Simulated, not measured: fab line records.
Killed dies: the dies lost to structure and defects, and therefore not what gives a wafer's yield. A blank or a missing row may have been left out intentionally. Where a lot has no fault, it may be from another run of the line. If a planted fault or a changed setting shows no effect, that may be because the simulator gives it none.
Chamber matching + flow berkeley_cmos170 + UCB170_V1_CMP_02 on cmp-02 has 4 sister chambers
The step polishes SiO2. 8 wafers are shown with their chamber, then 11 later ones without.

## WAFERS PAIRED WITH THEIR CHAMBERS
| wafer  | chamber | motor_current_A (A) | slurry_flow_ml_min |
|--------|---------|---------------------|--------------------|
| L826.5 | 0       | 13.2                | 149.8              |
| L830.1 | 1       | 17.2                | 150.0              |
| L830.2 | 0       | 13.0                | 150.0              |
| L834.5 | 2       | 14.5                | 150.5              |
| L835.1 | 2       | 14.0                | 149.9              |
| L835.3 | 3       | 15.1                | 149.8              |
| L835.5 | 1       | 16.5                | 150.1              |
| L839.2 | 3       | 15.1                | 150.3              |

## WAFERS WITH NO CHAMBER GIVEN
| wafer  | motor_current_A (A) | slurry_flow_ml_min |
|--------|---------------------|--------------------|
| L839.3 | 13.7                | 150.7              |
| L839.4 | 17.4                | 150.1              |
| L844.1 | 14.7                | 150.5              |
| L844.3 | 13.5                | 149.9              |
| L844.6 | 14.9                | 149.5              |
| L847.2 | 15.3                | 149.4              |
| L847.4 | 17.3                | 149.0              |
| L847.5 | 14.9                | 149.5              |
| L848.3 | 16.9                | 149.6              |
| L848.5 | 13.7                | 149.9              |
| L848.6 | 14.7                | 150.5              |

## WHICH CHAMBER EACH WENT THROUGH
| wafer  | from the rows above     | in truth |
|--------|-------------------------|----------|
| L839.3 | can't be placed: 2 or 0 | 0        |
| L839.4 | 1                       | 1        |
| L844.1 | can't be placed: 2 or 3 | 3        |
| L844.3 | can't be placed: 0 or 2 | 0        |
| L844.6 | can't be placed: 3 or 2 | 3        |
| L847.2 | 3                       | 3        |
| L847.4 | 1                       | 1        |
| L847.5 | can't be placed: 3 or 2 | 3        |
| L848.3 | 1                       | 1        |
| L848.5 | can't be placed: 0 or 2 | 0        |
| L848.6 | can't be placed: 2 or 3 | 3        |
Correct placement for 4 of the 11. Not placeable from these rows: 7 (in 7, the candidates include the true chamber). Placed wrongly: 0.
How it was worked out, from the rows above alone: a wafer's distance from a chamber is the root of the sum, over the readings, of the square of ((its reading less the chamber's mean) divided by the reading's scatter). If the next closest chamber is less than 2 further off than the closest, the wafer can't be placed; otherwise it belongs to the closest. A chamber's mean is the mean of its shown wafers. The scatter: take each reading less its chamber's mean, square it, sum over the shown wafers, divide by the number of wafers less the number of chambers, and take the root.
